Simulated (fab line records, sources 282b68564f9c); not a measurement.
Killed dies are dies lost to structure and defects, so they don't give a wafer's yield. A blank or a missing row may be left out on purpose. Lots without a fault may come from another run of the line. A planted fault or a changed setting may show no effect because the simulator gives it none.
A struck lot beside a sound one | flow rit_cmos | 15 steps out of a route of 202
Sound: wafers L418.1, L418.3, L418.6. Struck: wafers L409.2, L409.3, L409.6. The cause comes at the end.
At each step with rows: each side's tool, then ch and its chambers, then its first start. Under that, the readings that differ: sound wafers | struck wafers | difference of the means | sigmas: that difference in standard deviations of wafers without a fault.
alike: readings whose means differ by less than 2 such deviations, and words and numbers that are the same on both sides. not compared: withheld readings, readings that some wafer has no value for, bounds like >300 that may hide the same value, and numbers for which the record gives no deviation and whose values overlap.
The two part at a step that has a row with sigmas, a row that says differs or no value, or rows on one side only. Numbers that don't overlap but have no deviation are shown without sigmas and don't part them. A reading that every wafer of one side lacks parts them only if that side has two wafers or more.

RIT_ACTIVE_THK_MEAS_04:
  sound on film_metro-04, day 5 07:32; struck on film_metro-03, day 3 11:05
  alike: ACTIVE_NITRIDE_THK
then, 6 steps without rows for these wafers: RIT_ACTIVE_HMDS_05 (prime time 60 s); RIT_ACTIVE_COAT_06 (resist thk 1000 nm); RIT_ACTIVE_SOFTBAKE_07 (time 60 s); RIT_ACTIVE_EXPOSE_08 (exposes mask M1, target cd 1400 nm); RIT_ACTIVE_PEB_09; RIT_ACTIVE_DEVELOP_10 (develop time 50 s).
RIT_ACTIVE_CD_MEAS_11: target cd 1400 nm.
  sound on cd_sem-01, day 5 08:31; struck on cd_sem-01, day 3 12:08
  reading    | sound                | struck               | difference | sigmas
  cd_nm (nm) | 1396.7 1396.3 1395.5 | 1402.2 1403.6 1402.5 | +6.6       | +3
then, 1 step without rows for these wafers: RIT_ACTIVE_HARDBAKE_12 (time 60 s).
RIT_ACTIVE_ETCH_13: etches Si3N4 in SF6, stops on SiO2, time 210 s, target depth 210 nm.
  sound on rie_diel-03 ch 1,2, day 5 08:47; struck on rie_diel-04 ch 0,1, day 3 12:23
  alike: drypump_motor_current_A, oes_product_au, throttle_valve_pct
  not compared: rf_hours_counter_h
RIT_ACTIVE_STRIP_14: strips in O2, time 180 s.
  sound on plasma_asher-04 ch 0,1, day 5 08:56; struck on plasma_asher-04 ch 0, day 3 12:31
  alike: drypump_motor_current_A
  not compared: rf_hours_counter_h
RIT_ACTIVE_CD_MEAS_90: target cd 1400 nm.
  sound on cd_sem-02, day 5 09:06; struck on cd_sem-02, day 3 12:43
  reading    | sound                | struck               | difference | sigmas
  cd_nm (nm) | 1397.2 1396.1 1394.9 | 1402.3 1403.1 1402.6 | +6.6       | +3
RIT_ACTIVE_CLEAN_15: cleans in SC1, time 600 s.
  sound on wet_bench-01 ch 2, day 5 09:13; struck on wet_bench-03 ch 0, day 3 12:49
  no value came back on the struck wafers for bath_guard_temp_C (C), bath_heat_duty_pct (%); on the sound wafers bath_guard_temp_C (C) reads 75.2 75.7 75.5
then, 1 step without rows for these wafers: RIT_ACTIVE_CLEAN_16 (cleans in dHF, time 30 s).
RIT_M1_PROBE_99:
  sound on prober-02, day 7 03:52; struck on prober-01, day 5 06:43
  alike: killed_at_front_end, killed_dies, killed_open, killed_short

WHERE THEY PART
First at RIT_ACTIVE_CD_MEAS_11; last, within this record, at RIT_ACTIVE_CLEAN_15. Later steps at which nothing parts them and some readings are alike: RIT_M1_PROBE_99.

WHY: what the simulator had put in
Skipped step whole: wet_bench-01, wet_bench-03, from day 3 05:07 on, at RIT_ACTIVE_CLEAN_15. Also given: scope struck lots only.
